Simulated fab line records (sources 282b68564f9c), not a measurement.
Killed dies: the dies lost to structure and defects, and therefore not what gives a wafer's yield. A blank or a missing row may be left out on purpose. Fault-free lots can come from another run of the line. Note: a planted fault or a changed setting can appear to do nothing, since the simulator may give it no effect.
Check for tools in common -- flow rit_cmos -- 13 lots, 39 wafers sampled

WHAT PROMPTED THE OPENING
At RIT_GATE_CD_MEAS_16 the reading cd_nm is flagged on 1 of 13 lots. Wafers without a fault read 149.3 nm, standard deviation 2.1.
Rule: a lot gets a flag if all its wafers with a number sit over 4 standard deviations from that mean, or if no wafer of it has a number. The rest of the lots are taken to be sound.

lot,measured,on,"cd_nm (nm), wafer by wafer",flag
L296,day 2 15:07,cd_sem-02,151.6 152.2 151.2,
L297,day 2 22:21,cd_sem-02,146.3 147.5 147.0,
L298,day 3 04:08,cd_sem-01,148.0 150.2 148.6,
L299,day 3 07:38,cd_sem-01,167.2 164.6 164.5,FLAGGED
L308,day 5 05:08,cd_sem-02,150.4 148.9 149.2,
L309,day 5 10:41,cd_sem-02,153.7 152.7 153.7,
L310,day 5 14:38,cd_sem-02,149.7 149.6 149.8,
L311,day 5 22:00,cd_sem-02,150.6 152.2 148.2,
L312,day 6 00:07,cd_sem-02,151.0 151.3 152.9,
L313,day 6 05:53,cd_sem-02,149.9 148.1 148.6,
L314,day 6 08:53,cd_sem-01,153.3 150.1 151.5,
L317,day 6 23:08,cd_sem-01,146.3 147.3 149.1,
L319,day 7 12:05,cd_sem-01,148.2 147.3 147.1,
Average over the flagged lots: 165.4 nm; offset from the usual +16.1 nm, equal to +8 standard deviations.

WHICH TOOL RAN EACH LOT
The record holds 1 process step before the reading, out of a route of 202 steps. Read each cell as the tool, then ch plus the chambers that the sampled wafers visited, then the start.
lot,flag,RIT_GATE_EXPOSE_13
L296,,"iline_stepper-01 ch 0, day 2 14:43"
L297,,"iline_stepper-02 ch 0, day 2 21:57"
L298,,"iline_stepper-02 ch 0, day 3 03:42"
L299,FLAGGED,"iline_stepper-01 ch 0, day 3 07:14"
L308,,"iline_stepper-01 ch 0, day 5 04:44"
L309,,"iline_stepper-01 ch 0, day 5 10:17"
L310,,"iline_stepper-01 ch 0, day 5 14:14"
L311,,"iline_stepper-02 ch 0, day 5 21:29"
L312,,"iline_stepper-01 ch 0, day 5 23:43"
L313,,"iline_stepper-01 ch 0, day 6 05:29"
L314,,"iline_stepper-02 ch 0, day 6 08:29"
L317,,"iline_stepper-02 ch 0, day 6 22:44"
L319,,"iline_stepper-02 ch 0, day 7 11:41"
What the steps here do:
- RIT_GATE_EXPOSE_13: exposes mask M6, target cd 150 nm.
- RIT_GATE_CD_MEAS_16: target cd 150 nm.

FLAGGED OVER TOTAL, TOOL BY TOOL (the gauges that took the reading come last)
step,tool,lots run,flagged,share of the flagged lots,sound lots run after its first flagged lot
RIT_GATE_EXPOSE_13,iline_stepper-01,7,1,all,"5 (L308,L309,L310,L312,L313)"
RIT_GATE_EXPOSE_13,iline_stepper-02,6,0,none,-
RIT_GATE_CD_MEAS_16,cd_sem-01,5,1,all,"3 (L314,L317,L319)"
RIT_GATE_CD_MEAS_16,cd_sem-02,8,0,none,-

WHAT IS ALLOWED BY THE TABLE
Table rows that saw every flagged lot: 2, namely iline_stepper-01 at RIT_GATE_EXPOSE_13 and cd_sem-01 at RIT_GATE_CD_MEAS_16.
- iline_stepper-01 at RIT_GATE_EXPOSE_13: 1 of its 7 lots flagged. After the first flagged lot (L308, L309, L310, L312, L313), sound lots still ran on it; a lasting fault on the whole tool would not permit that.
- cd_sem-01 at RIT_GATE_CD_MEAS_16: 1 of its 5 lots flagged. After the first flagged lot (L314, L317, L319), sound lots still ran on it; a lasting fault on the whole tool would not permit that.
There is no row in the table that ran each flagged lot and no sound lot after the first.

WHAT WAS PUT IN BY THE SIMULATOR
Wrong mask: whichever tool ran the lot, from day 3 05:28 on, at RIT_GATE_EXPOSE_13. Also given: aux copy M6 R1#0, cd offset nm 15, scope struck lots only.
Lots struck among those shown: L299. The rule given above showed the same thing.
